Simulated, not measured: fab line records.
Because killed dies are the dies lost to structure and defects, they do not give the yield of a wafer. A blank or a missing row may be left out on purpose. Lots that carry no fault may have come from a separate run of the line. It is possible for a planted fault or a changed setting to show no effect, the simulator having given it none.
The tool behind it: which one? || flow berkeley cmos170 || 7 lots with 21 wafers sampled at 2 steps, on a route of 331 steps

## WHAT THE GAUGES READ, wafer by wafer
UCB170_M2_RS_MEAS_02: a four-point-probe measurement.
{"lot": "L852", "measured": "day 9 16:49", "on": "film metro-03", "M2_AL_RS (ohm/sq)": "0.03255 0.03241 0.03261"}
{"lot": "L853", "measured": "day 9 19:02", "on": "film metro-02", "M2_AL_RS (ohm/sq)": "0.03222 0.03229 0.03251"}
{"lot": "L856", "measured": "day 10 14:34", "on": "film metro-01", "M2_AL_RS (ohm/sq)": "0.0316 0.0319 0.03162"}
{"lot": "L860", "measured": "day 11 06:12", "on": "film metro-02", "M2_AL_RS (ohm/sq)": "0.03239 0.03232 0.03236"}
{"lot": "L861", "measured": "day 11 12:41", "on": "film metro-03", "M2_AL_RS (ohm/sq)": "0.03202 0.03192 0.03189"}
{"lot": "L865", "measured": "day 12 18:56", "on": "film metro-02", "M2_AL_RS (ohm/sq)": "0.03182 0.03183 0.03214"}
{"lot": "L870", "measured": "day 12 22:22", "on": "film metro-03", "M2_AL_RS (ohm/sq)": "0.03234 0.03203 0.03218"}

## TOOL THAT RAN EACH LOT (tool first, then ch and the chambers of the sampled wafers, then the start)
{"lot": "L852", "UCB170_M2_SPUTTER_01": "pvd sputter-02, day 9 16:44"}
{"lot": "L853", "UCB170_M2_SPUTTER_01": "pvd sputter-01, day 9 18:58"}
{"lot": "L856", "UCB170_M2_SPUTTER_01": "pvd sputter-01, day 10 14:25"}
{"lot": "L860", "UCB170_M2_SPUTTER_01": "pvd sputter-02, day 11 06:07"}
{"lot": "L861", "UCB170_M2_SPUTTER_01": "pvd sputter-04, day 11 12:37"}
{"lot": "L865", "UCB170_M2_SPUTTER_01": "pvd sputter-04, day 12 18:50"}
{"lot": "L870", "UCB170_M2_SPUTTER_01": "pvd sputter-04, day 12 22:17"}
- UCB170_M2_SPUTTER_01: material Al, target thk 900 nm, time 120 s.

## THE ANSWER, worked out from the rows above alone
Rule: what is usual is taken from the lots themselves. The widest of any qualifying gaps counts: lots, ordered by their means at a reading, are off when they make up no more than a third of the lots, leave a main group of 4 or more, and stand apart from it by 3 or more times the standard deviation of that group's means. A main group whose means are all the same, to the digits that the tables above print for the reading, isn't used. A lot without any number at a reading at which 4 lots or more have one is off too. Where the step has rows for the other lots, those lots are counted as sound.
Nothing can be told from this: no lot is off at any reading shown.

## WHAT THE SIMULATOR PUT IN
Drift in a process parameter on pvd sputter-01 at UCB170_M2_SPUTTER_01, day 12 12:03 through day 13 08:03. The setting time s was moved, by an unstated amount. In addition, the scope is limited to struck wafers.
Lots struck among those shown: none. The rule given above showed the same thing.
